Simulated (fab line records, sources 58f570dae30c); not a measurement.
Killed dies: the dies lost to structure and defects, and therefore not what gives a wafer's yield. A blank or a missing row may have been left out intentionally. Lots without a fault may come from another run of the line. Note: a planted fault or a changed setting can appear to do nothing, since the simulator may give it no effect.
Which tool is to blame?    flow berkeley-cmos170    15 lots, 45 wafers sampled, at 2 steps of a route of 331

WHAT THE GAUGES SHOWED, per wafer
UCB170_NWELL_TW_MEAS_16. Usual: NWELL_TW gives 1239 (standard deviation 5.8).
lot   measured     on             NWELL_TW        flag
L205  day 2 05:34  film-metro-03  1246 1251 1252  
L206  day 2 14:01  film-metro-02  1240 1228 1235  
L207  day 3 00:20  film-metro-02  1235 1233 1240  
L208  day 3 07:32  film-metro-02  1233 1230 1233  
L210  day 3 12:38  film-metro-03  1238 1232 1236  
L213  day 4 03:58  film-metro-04  1250 1252 1251  
L214  day 4 10:41  film-metro-04  1253 1249 1243  
L215  day 4 17:59  film-metro-03  1496 1492 1492  OFF
L217  day 5 01:05  film-metro-04  1499 1495 1490  OFF
L220  day 5 09:31  film-metro-04  1496 1494 1496  OFF
L218  day 5 09:50  film-metro-04  1244 1249 1237  
L223  day 6 03:02  film-metro-02  1225 1234 1230  
L224  day 6 15:00  film-metro-02  1240 1237 1242  
L226  day 6 21:54  film-metro-02  1232 1237 1235  
L227  day 7 04:37  film-metro-04  1243 1236 1238  

WHICH TOOL RAN EACH LOT (tool, then ch and the chambers of the sampled wafers, then the start)
lot   UCB170_NWELL_IMPLANT_14
L205  implanter-02 ch 0, day 2 05:18
L206  implanter-03 ch 0, day 2 13:46
L207  implanter-02 ch 0, day 3 00:05
L208  implanter-02 ch 0, day 3 07:17
L210  implanter-02 ch 0, day 3 12:24
L213  implanter-04 ch 0, day 4 03:43
L214  implanter-04 ch 0, day 4 10:26
L215  implanter-02 ch 0, day 4 17:46
L217  implanter-02 ch 0, day 5 00:50
L220  implanter-02 ch 0, day 5 09:19
L218  implanter-04 ch 0, day 5 09:37
L223  implanter-04 ch 0, day 6 02:47
L224  implanter-04 ch 0, day 6 14:45
L226  implanter-03 ch 0, day 6 21:39
L227  implanter-03 ch 0, day 7 04:22
- UCB170_NWELL_IMPLANT_14

AS READ BY THE TOOLS THEMSELVES (means over the sampled wafers that have a number; for cases with no such wafer, the mark the record gives instead)
UCB170_NWELL_IMPLANT_14. Usual: dose-ions-cm2 1e+13, standard deviation 1.1e+10; faraday-current-uA 31.7, standard deviation 0.6; tilt-deg 7.005 degrees, standard deviation 0.02.
lot   tool          dose-ions-cm2  faraday-current-uA  tilt-deg (degrees)  flag
L205  implanter-02  1e+13          31.8                7.029               
L206  implanter-03  1e+13          32.2                7.005               
L207  implanter-02  1e+13          31.7                6.974               
L208  implanter-02  1e+13          32.0                7.006               
L210  implanter-02  1e+13          31.6                6.998               
L213  implanter-04  1e+13          32.0                7.011               
L214  implanter-04  1e+13          31.5                6.984               
L215  implanter-02  2e+13          56.0                7.013               OFF
L217  implanter-02  2e+13          56.3                7.015               OFF
L220  implanter-02  2e+13          57.2                6.992               OFF
L218  implanter-04  1e+13          32.5                6.978               
L223  implanter-04  1e+13          31.7                6.991               
L224  implanter-04  1e+13          31.6                7.006               
L226  implanter-03  1e+13          31.5                7.023               
L227  implanter-03  1e+13          31.4                7.009               

THE ANSWER, worked out from the rows above alone
Rule: take the mean of a lot's wafers that have a number; if it is more than 3 standard deviations from the usual mean, the lot is off. Also off: a lot with no number at a reading for which 4 or more lots have one. The other lots that the step has rows for count as sound. The gauges are gone through in route order, then the tools' own readings, and for those a lot's mean is taken as printed above. At the first step where some lot is off, the reading lying furthest off is the one used; lots without a number count as furthest.
Off: at UCB170_NWELL_TW_MEAS_16 (NWELL_TW), L215, L217, L220.
A tool fits if, at a process step before that reading, it ran every lot that is off, and no sound lot after the first of them. Not tried: the gauges at UCB170_NWELL_TW_MEAS_16; whatever is off there is also off at UCB170_NWELL_IMPLANT_14, on other tools, and gauge error can't account for it. One fits: UCB170_NWELL_IMPLANT_14 on implanter-02. Its last sound lot is L210 (day 3 12:24), its first lot that is off L215 (day 4 17:46): a fault that began between those two fits.
The tool's own readings at UCB170_NWELL_IMPLANT_14 bear it out: on the lots that are off they differ by more than 5 times the standard deviation of the sound lots' means. dose-ions-cm2 reads 2e+13 there against 1e+13 on the sound lots; faraday-current-uA reads 56.5 there against 31.8 on the sound lots.

WHAT THE SIMULATOR HAD INSERTED
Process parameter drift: implanter-02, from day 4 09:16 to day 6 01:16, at UCB170_NWELL_IMPLANT_14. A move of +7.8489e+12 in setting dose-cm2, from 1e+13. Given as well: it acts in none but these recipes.
Struck lots among those shown: L215, L217, L220. The rule above reached the same finding.
